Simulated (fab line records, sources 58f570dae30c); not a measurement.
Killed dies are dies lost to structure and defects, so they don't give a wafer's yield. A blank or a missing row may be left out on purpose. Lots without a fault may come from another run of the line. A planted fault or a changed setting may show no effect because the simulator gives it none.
Split-lot experiment | flow berkeley_cmos170 | 5 lots, 23 wafers read, on a route of 331 steps

THE SPLIT
At UCB170_SILICIDE_SPUTTER_01 (material Ti, target thk 30 nm, time 25 s), the setting power_w was moved away from the recipe's 1500 W on 10 of the 23 wafers read, by -11.7% to +11.7%. The other wafers ran this setting at the recipe's value.

FROM THE SPLIT TO THE READING: what the file shows between them, 1 step
- UCB170_SILICIDE_RS_MEAS_02: measures by four-point-probe

THE READING
SILICIDE_TI_THK, in nm, at UCB170_SILICIDE_THK_MEAS_03 (measures by xrf). Fault-free wafers of this fab line usually give 30.1 nm, standard deviation 0.35 nm.

wafer  | tool, chamber at the split | power_w as run, W | against the recipe | SILICIDE_TI_THK, nm | against lot-mates on the recipe
L076.1 | pvd_sputter-02, -          | 1500              | recipe             | 30.1                | -
L076.2 | pvd_sputter-02, -          | 1500              | recipe             | 30.2                | -
L076.4 | pvd_sputter-02, -          | 1443              | -3.8%              | 28.7                | -1.4
L076.5 | pvd_sputter-02, -          | 1443              | -3.8%              | 28.7                | -1.4
L076.6 | pvd_sputter-02, -          | 1500              | recipe             | 29.9                | -
L078.1 | pvd_sputter-03, -          | 1500              | recipe             | 29.8                | -
L078.3 | pvd_sputter-03, -          | 1500              | recipe             | 29.8                | -
L078.5 | pvd_sputter-03, -          | 1500              | recipe             | 30.0                | -
L080.1 | pvd_sputter-04, -          | 1675              | +11.7%             | 33.8                | +3.8
L080.2 | pvd_sputter-04, -          | 1500              | recipe             | 30.1                | -
L080.3 | pvd_sputter-04, -          | 1675              | +11.7%             | 33.5                | +3.5
L080.4 | pvd_sputter-04, -          | 1675              | +11.7%             | 33.7                | +3.7
L080.5 | pvd_sputter-04, -          | 1500              | recipe             | 29.9                | -
L084.1 | pvd_sputter-03, -          | 1324              | -11.7%             | 26.0                | -3.3
L084.2 | pvd_sputter-03, -          | 1324              | -11.7%             | 25.7                | -3.6
L084.4 | pvd_sputter-03, -          | 1500              | recipe             | 29.3                | -
L084.5 | pvd_sputter-03, -          | 1500              | recipe             | 29.3                | -
L084.6 | pvd_sputter-03, -          | 1324              | -11.7%             | 25.8                | -3.5
L082.1 | pvd_sputter-04, -          | 1500              | recipe             | 30.9                | -
L082.2 | pvd_sputter-04, -          | 1599              | +6.6%              | 32.5                | +1.7
L082.4 | pvd_sputter-04, -          | 1500              | recipe             | 30.7                | -
L082.5 | pvd_sputter-04, -          | 1500              | recipe             | 30.7                | -
L082.6 | pvd_sputter-04, -          | 1599              | +6.6%              | 32.5                | +1.7

THE FIT
A straight line over all 23 wafers: SILICIDE_TI_THK changes by +0.339 nm for each +1% of power_w; r = +0.98; the points scatter about the line by 0.41 nm.
The same after taking each lot's own level away (the mean of its wafers on the recipe; 23 wafers): +0.303 nm for each +1%; r = +1.00; scatter 0.16 nm.
On that fit, the largest move of power_w shifts the reading by 3.6 nm.
The lots' own levels span 29.30 to 30.77 nm, that is 4.2 times the standard deviation above.
So the lot-to-lot level changes the slope: the two fits differ.
Check: with one of the wafers moved furthest among these (-11.7%) left out of the fit, the line predicts -3.63 nm for it against its lot-mates. It came out at -3.3 nm against them.

OTHER SPLITS ON THESE WAFERS
These wafers also went through other splits before the reading. Each is held against what the fit with the lots' levels taken away leaves over:
other split on the same wafers        | wafers away from the commonest value | r with SILICIDE_TI_THK (lot level and that fit taken away)
UCB170_PWELL_CVD_05 sih2cl2_flow_sccm | 10                                   | +0.02
UCB170_ACTIVE_COAT_08 spin_rpm        | 6                                    | +0.06
UCB170_ACTIVE_PEB_11 peb_temp_c       | 7                                    | -0.02
UCB170_FIELD_OXIDATION_01 ox_time_s   | 15                                   | +0.47
UCB170_GATE_EXPOSE_09 dose_mj         | 6                                    | -0.20
UCB170_GATE_ETCH_14 bias_w            | 10                                   | -0.19
UCB170_NLDD_IMPLANT_09 dose_cm2       | 5                                    | +0.07
UCB170_BACKSIDE_HMDS_00 prime_time_s  | 4                                    | +0.03

THE WHOLE CHAIN: every reading that the file lists as answering this split, in the file's order
step                        | what it does                             | reading                                                                           | change (the file's fit)               | r (the file's)
UCB170_SILICIDE_SPUTTER_01  | material Ti, target thk 30 nm, time 25 s | Ti_of_SILICIDE_SPUTTER_01.thk_nm (the simulator's own value, which no gauge read) | +0.304 nm for each +1% of the setting | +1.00
UCB170_SILICIDE_RS_MEAS_02  | measures by four-point-probe             | SILICIDE_TI_RS                                                                    | -0.323 for each +1% of the setting    | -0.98
UCB170_SILICIDE_THK_MEAS_03 | measures by xrf                          | SILICIDE_TI_THK                                                                   | +0.302 for each +1% of the setting    | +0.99

THE FILE'S OWN FIT
SILICIDE_TI_THK changes by +0.302 nm for each +1% of power_w, r = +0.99.
